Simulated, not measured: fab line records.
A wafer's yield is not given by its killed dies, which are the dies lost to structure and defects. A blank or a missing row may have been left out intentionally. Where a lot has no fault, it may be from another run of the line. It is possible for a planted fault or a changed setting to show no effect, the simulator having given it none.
Split-lot study || flow berkeley cmos170 || 23 wafers read across 5 lots, on a route 331 steps long

ON THE SPLIT
At UCB170_NWELL_ETCH_13 (etches Si3N4 in CH3F/Ar/O2, stops on SiO2, target depth 246.4 nm, time 154 s), the setting time s was moved away from the recipe's 154 s on 7 of the 23 wafers read, by -14.7% to +11.4%. The other wafers ran this setting at the recipe's value.

The reading is taken at the split's own step.

THE READING
KrF_of_NWELL_COAT_07.thk nm (the simulator's own value, which no gauge read), in nm, at UCB170_NWELL_ETCH_13 (etches Si3N4 in CH3F/Ar/O2, stops on SiO2, target depth 246.4 nm, time 154 s). The file gives no usual value for it. Across the 16 wafers here that went through the recipe, the average is 719.9 nm and the standard deviation 4.2 nm.

{"wafer": "L079.1", "tool, chamber at the split": "rie diel-04, 3", "time s as run, s": 154, "against the recipe": "recipe", "KrF_of_NWELL_COAT_07.thk nm, nm": 718.2, "against lot-mates on the recipe": "-"}
{"wafer": "L079.2", "tool, chamber at the split": "rie diel-04, 1", "time s as run, s": 131.4, "against the recipe": "-14.7%", "KrF_of_NWELL_COAT_07.thk nm, nm": 747.9, "against lot-mates on the recipe": "+26.9"}
{"wafer": "L079.4", "tool, chamber at the split": "rie diel-04, 2", "time s as run, s": 154, "against the recipe": "recipe", "KrF_of_NWELL_COAT_07.thk nm, nm": 723.7, "against lot-mates on the recipe": "-"}
{"wafer": "L079.5", "tool, chamber at the split": "rie diel-04, 0", "time s as run, s": 131.4, "against the recipe": "-14.7%", "KrF_of_NWELL_COAT_07.thk nm, nm": 743.8, "against lot-mates on the recipe": "+22.8"}
{"wafer": "L079.6", "tool, chamber at the split": "rie diel-04, 1", "time s as run, s": 131.4, "against the recipe": "-14.7%", "KrF_of_NWELL_COAT_07.thk nm, nm": 749.5, "against lot-mates on the recipe": "+28.5"}
{"wafer": "L080.1", "tool, chamber at the split": "rie diel-02, 1", "time s as run, s": 161.2, "against the recipe": "+4.7%", "KrF_of_NWELL_COAT_07.thk nm, nm": 712.5, "against lot-mates on the recipe": -6.3}
{"wafer": "L080.2", "tool, chamber at the split": "rie diel-02, 2", "time s as run, s": 154, "against the recipe": "recipe", "KrF_of_NWELL_COAT_07.thk nm, nm": 721.8, "against lot-mates on the recipe": "-"}
{"wafer": "L080.3", "tool, chamber at the split": "rie diel-02, 0", "time s as run, s": 161.2, "against the recipe": "+4.7%", "KrF_of_NWELL_COAT_07.thk nm, nm": 711.7, "against lot-mates on the recipe": -7.1}
{"wafer": "L080.5", "tool, chamber at the split": "rie diel-02, 1", "time s as run, s": 154, "against the recipe": "recipe", "KrF_of_NWELL_COAT_07.thk nm, nm": 718.4, "against lot-mates on the recipe": "-"}
{"wafer": "L080.6", "tool, chamber at the split": "rie diel-02, 0", "time s as run, s": 154, "against the recipe": "recipe", "KrF_of_NWELL_COAT_07.thk nm, nm": 716.1, "against lot-mates on the recipe": "-"}
{"wafer": "L081.2", "tool, chamber at the split": "rie diel-01, 0", "time s as run, s": 154, "against the recipe": "recipe", "KrF_of_NWELL_COAT_07.thk nm, nm": 720.6, "against lot-mates on the recipe": "-"}
{"wafer": "L081.3", "tool, chamber at the split": "rie diel-01, 2", "time s as run, s": 154, "against the recipe": "recipe", "KrF_of_NWELL_COAT_07.thk nm, nm": 713.8, "against lot-mates on the recipe": "-"}
{"wafer": "L081.4", "tool, chamber at the split": "rie diel-01, 3", "time s as run, s": 154, "against the recipe": "recipe", "KrF_of_NWELL_COAT_07.thk nm, nm": 722.1, "against lot-mates on the recipe": "-"}
{"wafer": "L081.5", "tool, chamber at the split": "rie diel-01, 1", "time s as run, s": 154, "against the recipe": "recipe", "KrF_of_NWELL_COAT_07.thk nm, nm": 719.9, "against lot-mates on the recipe": "-"}
{"wafer": "L081.6", "tool, chamber at the split": "rie diel-01, 0", "time s as run, s": 154, "against the recipe": "recipe", "KrF_of_NWELL_COAT_07.thk nm, nm": 721.2, "against lot-mates on the recipe": "-"}
{"wafer": "L083.3", "tool, chamber at the split": "rie diel-01, 1", "time s as run, s": 154, "against the recipe": "recipe", "KrF_of_NWELL_COAT_07.thk nm, nm": 713.8, "against lot-mates on the recipe": "-"}
{"wafer": "L083.5", "tool, chamber at the split": "rie diel-01, 0", "time s as run, s": 154, "against the recipe": "recipe", "KrF_of_NWELL_COAT_07.thk nm, nm": 713.1, "against lot-mates on the recipe": "-"}
{"wafer": "L083.6", "tool, chamber at the split": "rie diel-01, 3", "time s as run, s": 154, "against the recipe": "recipe", "KrF_of_NWELL_COAT_07.thk nm, nm": 723.5, "against lot-mates on the recipe": "-"}
{"wafer": "L085.2", "tool, chamber at the split": "rie diel-01, 0", "time s as run, s": 154, "against the recipe": "recipe", "KrF_of_NWELL_COAT_07.thk nm, nm": 729.7, "against lot-mates on the recipe": "-"}
{"wafer": "L085.3", "tool, chamber at the split": "rie diel-01, 1", "time s as run, s": 171.6, "against the recipe": "+11.4%", "KrF_of_NWELL_COAT_07.thk nm, nm": 700.5, "against lot-mates on the recipe": -23.4}
{"wafer": "L085.4", "tool, chamber at the split": "rie diel-01, 2", "time s as run, s": 154, "against the recipe": "recipe", "KrF_of_NWELL_COAT_07.thk nm, nm": 720.5, "against lot-mates on the recipe": "-"}
{"wafer": "L085.5", "tool, chamber at the split": "rie diel-01, 2", "time s as run, s": 171.6, "against the recipe": "+11.4%", "KrF_of_NWELL_COAT_07.thk nm, nm": 700.1, "against lot-mates on the recipe": -23.8}
{"wafer": "L085.6", "tool, chamber at the split": "rie diel-01, 1", "time s as run, s": 154, "against the recipe": "recipe", "KrF_of_NWELL_COAT_07.thk nm, nm": 721.6, "against lot-mates on the recipe": "-"}

THE FIT
A straight line over all 23 wafers: KrF_of_NWELL_COAT_07.thk nm changes by -1.8 nm for each +1% of time s; r = -0.95; the points scatter about the line by 3.8 nm.
The same after taking each lot's own level away (the mean of its wafers on the recipe; 23 wafers): -1.84 nm for each +1%; r = -0.97; scatter 3.3 nm.
That fit puts the effect of the largest move of time s on the reading at 27 nm.
Measured against the standard deviation above, the lots' own levels, which go from 716.80 to 723.93 nm, span 1.7 times it.
So the lot-to-lot level changes the slope little: the two slopes agree.
Check: +26.9 nm against its lot-mates is what the line predicts for one of the wafers moved furthest among these (-14.7%) when that wafer is left out of the fit. It came out at +26.9 nm against them.

OTHER SPLITS ON THESE WAFERS
These wafers also went through other splits before the reading. Each is held against what the fit with the lots' levels taken away leaves over:
{"other split on the same wafers": "UCB170_ZERO_DEVELOP_05 dev temp c", "wafers away from the commonest value": 9, "r with KrF_of_NWELL_COAT_07.thk nm (lot level and that fit taken away)": -0.25}
{"other split on the same wafers": "UCB170_NWELL_OXIDATION_01 ox time s", "wafers away from the commonest value": 18, "r with KrF_of_NWELL_COAT_07.thk nm (lot level and that fit taken away)": -0.01}

THE WHOLE CHAIN: every reading that the file lists as answering this split, in the file's order
{"step": "UCB170_NWELL_ETCH_13", "what it does": "etches Si3N4 in CH3F/Ar/O2, stops on SiO2, target depth 246.4 nm, time 154 s", "reading": "KrF_of_NWELL_COAT_07.thk nm (the simulator's own value, which no gauge read)", "change (the file's fit)": "-1.86 nm for each +1% of the setting", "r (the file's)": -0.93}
{"step": "UCB170_NWELL_STRIP_15", "what it does": "strips in O2", "reading": "strip time to endpoint s", "change (the file's fit)": "withheld for each +1% of the setting", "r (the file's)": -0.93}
{"step": "UCB170_NWELL_ETCH_13", "what it does": "etches Si3N4 in CH3F/Ar/O2, stops on SiO2, target depth 246.4 nm, time 154 s", "reading": "etch.depth nm (the simulator's own value, which no gauge read)", "change (the file's fit)": "+0.464 nm for each +1% of the setting, in a fit together with dev temp c@ZERO_DEVELOP_05", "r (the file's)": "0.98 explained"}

FILE'S OWN FIT
KrF_of_NWELL_COAT_07.thk nm changes by -1.86 nm for each +1% of time s, r = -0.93.
